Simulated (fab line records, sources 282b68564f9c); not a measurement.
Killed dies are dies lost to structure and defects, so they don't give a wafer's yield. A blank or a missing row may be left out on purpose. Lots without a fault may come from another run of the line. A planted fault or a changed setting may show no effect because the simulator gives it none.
fab line records | flow rit_cmos
record lots=9 wafers=27 last_day=7
route steps=202 shown PRETRO@70 REOX@102 NSD@137 M1@185
lots that met no fault: from a run of the same line without faults
start_h: hours from the record's first day to the start of the lot's first wafer shown | wait_h: hours since the lot's step before | " the same as in the row above | L1.1+2: a row that stands for several wafers | - no value, or no start given | * or withheld: withheld | < > ~ a bound
route shown NAME@n: a module of which the file shows steps, and the number in the route of the first | usual: mean/standard deviation of fault-free wafers | same: alike in all rows | chamber/n: place in a boat | sites: the reading at each site | _std_site: their standard deviation | _edge_site: outer sites' mean less inner sites' | radius_mm: how far each site lies from the wafer's centre | mask NAME#n: copy n | behind: the tool/chamber that last shaped the wafer | hold: why the lot was held/for how many hours/how that ended | device: the transistor (n, p or np) that didn't switch | end of line: the same wafers' tests at the end of the route | a step without rows: its recipe alone | killed: dies lost to structure and defects at the first sort, not the wafer's yield | map: a wafer's dies, x killed, . not, _ none there
set.NAME: the setting as run; set.NAME@STEP: as run at that earlier step | model.NAME: the simulator's own value behind a step, which no gauge read
steps of the route over a sample of lots; a table a step, a row a wafer
## steps
# step RIT_PRETRO_OVL_MEAS_06
# usual PRETRO_OVL=1.4/1.4
# columns lot.wafer tool chamber start_h wait_h PRETRO_OVL[nm]
L990.4 overlay-01 - 71.51 - 0.0
L990.5 " - " " -0.7
L990.6 " - " " -0.7
L992.1 overlay-01 - 83.51 - -0.2
L992.2 " - " " 0.9
L992.6 " - " " 0.8
L995.1 overlay-01 - 98.66 - 3.1
L995.3 " - " " 1.0
L995.4 " - " " 1.9
L997.1 overlay-01 - 107.52 - 2.4
L997.3 " - " " 1.6
L997.4 " - " " 2.4
L999.3 overlay-01 - 115.81 - 3.1
L999.5 " - " " 2.7
L999.6 " - " " 2.0
L101.4 overlay-02 - 126.08 - 1.2
L101.5 " - " " 1.2
L101.6 " - " " 1.0
L103.2 overlay-02 - 135.68 - -0.6
L103.3 " - " " 2.3
L103.5 " - " " 0.2
L104.2 overlay-02 - 141.65 - 0.7
L104.4 " - " " 2.6
L104.5 " - " " 2.7
L105.1 overlay-02 - 146.01 - 0.3
L105.3 " - " " 1.3
L105.5 " - " " 0.2
# step RIT_REOX_THK_MEAS_04
# recipe reads=SiO2_of_REOX_OXIDATION_03
# usual REOX_OXIDE_THK=25.2/0.47
# columns lot.wafer tool chamber start_h wait_h REOX_OXIDE_THK[nm]
L990.4 film_metro-04 - 82.07 0.0 28.2
L990.5 " - " " 28.4
L990.6 " - " " 28.1
L992.1 film_metro-04 - 92.51 0.0 28.7
L992.2 " - " " 29.4
L992.6 " - " " 28.8
L995.1 film_metro-01 - 111.70 0.0 24.5
L995.3 " - " " 25.0
L995.4 " - " " 24.4
L997.1 film_metro-02 - 119.60 0.0 25.3
L997.3 " - " " 25.3
L997.4 " - " " 25.3
L999.3 film_metro-02 - 124.67 0.0 25.2
L999.5 " - " " 25.5
L999.6 " - " " 25.7
L101.4 film_metro-01 - 136.05 0.0 25.1
L101.5 " - " " 25.2
L101.6 " - " " 25.3
L103.2 film_metro-02 - 146.02 0.0 26.0
L103.3 " - " " 25.6
L103.5 " - " " 25.6
L104.2 film_metro-02 - 150.49 0.0 26.1
L104.4 " - " " 25.9
L104.5 " - " " 25.6
L105.1 film_metro-02 - 155.86 0.0 25.0
L105.3 " - " " 24.8
L105.5 " - " " 24.8
# step RIT_NSD_OVL_MEAS_06
# usual NSD_OVL=-0.3/1.4
# columns lot.wafer tool chamber start_h wait_h NSD_OVL[nm]
L990.4 overlay-01 - 88.79 - -2.0
L990.5 " - " " 0.8
L990.6 " - " " -0.8
L992.1 overlay-02 - 99.01 - -1.0
L992.2 " - " " 2.7
L992.6 " - " " 1.2
L995.1 overlay-01 - 118.77 - -1.2
L995.3 " - " " 0.9
L995.4 " - " " 0.8
L997.1 overlay-01 - 126.35 - -1.4
L997.3 " - " " -0.4
L997.4 " - " " -2.5
L999.3 overlay-01 - 131.68 - -0.5
L999.5 " - " " -1.3
L999.6 " - " " -1.8
L101.4 overlay-02 - 142.68 - -0.3
L101.5 " - " " 0.7
L101.6 " - " " 2.0
L103.2 overlay-02 - 152.73 - 0.6
L103.3 " - " " 0.6
L103.5 " - " " 0.8
L104.2 overlay-01 - 157.89 - -2.0
L104.4 " - " " -1.3
L104.5 " - " " -0.8
L105.1 overlay-01 - 162.38 - 0.8
L105.3 " - " " 0.9
L105.5 " - " " -1.6
# step RIT_M1_RS_MEAS_01
# recipe thk_meas_gauge=four-point-probe reads=Al_of_M1_SPUTTER_00
# usual M1_AL_RS=0.0731/0.00093
# columns lot.wafer tool chamber start_h wait_h M1_AL_RS[ohm/sq]
L990.4 film_metro-03 - 95.07 0.1 0.0734
L990.5 " - " " 0.0728
L990.6 " - " " 0.0728
L992.1 film_metro-01 - 105.22 0.1 0.0738
L992.2 " - " " 0.0737
L992.6 " - " " 0.0742
L995.1 film_metro-02 - 125.05 0.1 0.0729
L995.3 " - " " 0.0723
L995.4 " - " " 0.0727
L997.1 film_metro-03 - 132.95 0.1 0.0731
L997.3 " - " " 0.0736
L997.4 " - " " 0.0724
L999.3 film_metro-01 - 138.03 0.2 0.0740
L999.5 " - " " 0.0735
L999.6 " - " " 0.0734
L101.4 film_metro-03 - 149.06 0.2 0.0748
L101.5 " - " " 0.0738
L101.6 " - " " 0.0737
L103.2 film_metro-02 - 158.68 0.2 0.0735
L103.3 " - " " 0.0738
L103.5 " - " " 0.0741
L104.2 film_metro-02 - 164.03 0.2 0.0739
L104.4 " - " " 0.0728
L104.5 " - " " 0.0720
L105.1 film_metro-03 - 168.53 0.1 0.0730
L105.3 " - " " 0.0720
L105.5 " - " " 0.0733
# step RIT_M1_PROBE_99
# usual killed_at_M0_to_M3=0.0/0.18 killed_at_contacts=0.1/0.38 killed_at_front_end=6.9/2.9 killed_dies=7.1/3 killed_open=3.5/2.1 killed_short=3.5/2
# same gross_dies=264 killed_at_M4_up=0 killed_at_back_side=0 killed_at_other=0
# columns lot.wafer tool chamber start_h wait_h killed_at_M0_to_M3 killed_at_contacts killed_at_front_end killed_dies killed_open killed_short
L990.4 prober-01 - 98.90 0.2 0 0 7 7 3 4
L990.5 prober-01 - 98.95 0.2 0 0 8 8 4 4
L990.6 prober-01 - 99.00 0.2 0 0 9 9 4 5
L992.1 prober-01 - 109.20 0.1 0 0 10 10 5 5
L992.2 prober-01 - 109.25 0.1 0 1 6 7 5 2
L992.6 prober-01 - 109.45 0.2 0 0 4 4 4 0
L104.2 prober-01 - 168.49 0.1 0 0 5 5 2 3
L104.4 prober-01 - 168.59 0.2 0 0 6 6 3 3
L104.5 prober-01 - 168.64 0.2 0 0 5 5 4 1
# killed by level:class
L990.4 FOX1:geometric_particle:short=1 FOX1:geometric_particle:open=1 FOX2:geometric_particle:short=1 GATE:geometric_particle:open=1 SPACER:geometric_particle:short=1 SILICIDE:geometric_particle:open=1 SILICIDE:geometric_particle:short=1
L990.5 GATE:geometric_particle:open=3 GATE:geometric_particle:short=2 FOX1:geometric_particle:open=1 FOX1:geometric_particle:short=1 REOX:geometric_particle:short=1
L990.6 FOX2:geometric_particle:short=2 GATE:geometric_particle:short=2 FOX1:geometric_particle:open=1 FOX1:geometric_particle:short=1 GATE:geometric_particle:open=1 SPACER:geometric_particle:open=1 SILICIDE:geometric_particle:open=1
L992.1 FOX1:geometric_particle:open=2 SPACER:geometric_particle:open=2 FOX1:geometric_particle:short=1 GATE:geometric_particle:short=1 REOX:geometric_particle:short=1 SPACER:geometric_particle:short=1 SILICIDE:geometric_particle:short=1 SILICIDE:geometric_particle:open=1
L992.2 REOX:geometric_particle:open=3 GATE:geometric_particle:open=2 REOX:geometric_particle:short=1 CONTACT:geometric_particle:short=1
L992.6 GATE:geometric_particle:open=2 REOX:geometric_particle:open=1 SILICIDE:geometric_particle:open=1
L104.2 FOX1:geometric_particle:open=1 FOX1:geometric_particle:short=1 GATE:geometric_particle:short=1 REOX:geometric_particle:short=1 SPACER:geometric_particle:open=1
L104.4 GATE:geometric_particle:short=2 SPACER:geometric_particle:open=2 FOX1:geometric_particle:open=1 REOX:geometric_particle:short=1
L104.5 SPACER:geometric_particle:open=2 GATE:geometric_particle:open=1 SPACER:geometric_particle:short=1 SILICIDE:geometric_particle:open=1
## key
first_sign step=RIT_REOX_THK_MEAS_04 reading=REOX_OXIDE_THK direction=up sigmas=7.2 usual=25.2 struck=28.6
effect none on later readings
met_at RIT_REOX_THK_MEAS_04
struck_lots L990,L992
tester_left_out L990,L992
not_acting_at RIT_PRETRO_OVL_MEAS_06,RIT_NSD_OVL_MEAS_06,RIT_M1_RS_MEAS_01
fault kind=metrology_matching_offset tool=film_metro-04 chamber=- onset_h=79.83 steps=RIT_REOX_THK_MEAS_04 param=thk_nm offset=3.1726
# tester_left_out: of these lots the tester's yield and bins aren't shown, on N5 and GAA mostly nor the transistor test; their killed dies are dies lost to structure and defects alone, not to doping, threshold or leakage, so they don't give the yield
